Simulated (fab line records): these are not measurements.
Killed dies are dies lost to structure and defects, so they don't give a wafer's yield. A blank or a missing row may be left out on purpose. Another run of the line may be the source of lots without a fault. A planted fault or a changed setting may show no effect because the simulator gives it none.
Which tool is to blame? :: flow berkeley-cmos170 :: 6 lots with 18 wafers sampled at 3 steps, on a route of 331 steps

== WHAT THE GAUGES SHOWED, per wafer ==
UCB170_CONTACT_THK_MEAS_02.
lot: L303
measured: day 7 10:30
on: film-metro-03
CONTACT_PSG_THK (nm): 702 699 699

lot: L309
measured: day 8 01:17
on: film-metro-01
CONTACT_PSG_THK (nm): 716 719 715

lot: L306
measured: day 8 03:05
on: film-metro-02
CONTACT_PSG_THK (nm): 700 706 704

lot: L312
measured: day 8 13:57
on: film-metro-02
CONTACT_PSG_THK (nm): 703 702 703

lot: L311
measured: day 8 16:56
on: film-metro-03
CONTACT_PSG_THK (nm): 713 713 713

lot: L314
measured: day 9 11:56
on: film-metro-03
CONTACT_PSG_THK (nm): 629 627 624

== TOOL THAT RAN EACH LOT (tool first, then ch and the chambers of the sampled wafers, then the start) ==
lot: L303
UCB170_NSD_STRIP_09: plasma-asher-01 ch 0,1, day 7 04:55
UCB170_CONTACT_CVD_01: lpcvd-02 ch 0, day 7 07:49

lot: L309
UCB170_NSD_STRIP_09: plasma-asher-01 ch 0,1, day 7 20:55
UCB170_CONTACT_CVD_01: lpcvd-01 ch 0, day 7 23:31

lot: L306
UCB170_NSD_STRIP_09: plasma-asher-01 ch 1, day 7 22:01
UCB170_CONTACT_CVD_01: lpcvd-01 ch 1, day 8 01:17

lot: L312
UCB170_NSD_STRIP_09: plasma-asher-04 ch 0,1, day 8 08:18
UCB170_CONTACT_CVD_01: lpcvd-01 ch 1, day 8 11:17

lot: L311
UCB170_NSD_STRIP_09: plasma-asher-01 ch 0,1, day 8 08:53
UCB170_CONTACT_CVD_01: lpcvd-02 ch 0, day 8 15:07

lot: L314
UCB170_NSD_STRIP_09: plasma-asher-01 ch 0,1, day 9 04:16
UCB170_CONTACT_CVD_01: lpcvd-02 ch 0, day 9 09:15
- UCB170_NSD_STRIP_09: strips in O2.
- UCB170_CONTACT_CVD_01: deposits PSG from SiH4/O2/PH3, target thk 700 nm, time 2820 s.

== THE ANSWER, worked out from the rows above alone ==
Rule: what is usual is taken from the lots themselves. The widest of any qualifying gaps counts: lots, ordered by their means at a reading, are off when they make up no more than a third of the lots, leave a main group of 4 or more, and stand apart from it by 3 or more times the standard deviation of that group's means. Not used: any main group whose means are identical at the precision the tables above print for the reading. Also off: a lot with no number at a reading for which 4 or more lots have one. Where the step has rows for the other lots, those lots are counted as sound.
Off: L314, at UCB170_CONTACT_THK_MEAS_02 (CONTACT_PSG_THK). Main group: mean 707 nm, sd 6.5.
If a tool, at a process step before that reading, ran all the lots that are off and no sound lot after the first of them, it fits. The gauges at UCB170_CONTACT_THK_MEAS_02 are tried like those tools. Can't be told from this: 3 tools fit, plasma-asher-01 at UCB170_NSD_STRIP_09, lpcvd-02 at UCB170_CONTACT_CVD_01, film-metro-03 at UCB170_CONTACT_THK_MEAS_02.

== WHAT HAD BEEN PUT IN BY THE SIMULATOR ==
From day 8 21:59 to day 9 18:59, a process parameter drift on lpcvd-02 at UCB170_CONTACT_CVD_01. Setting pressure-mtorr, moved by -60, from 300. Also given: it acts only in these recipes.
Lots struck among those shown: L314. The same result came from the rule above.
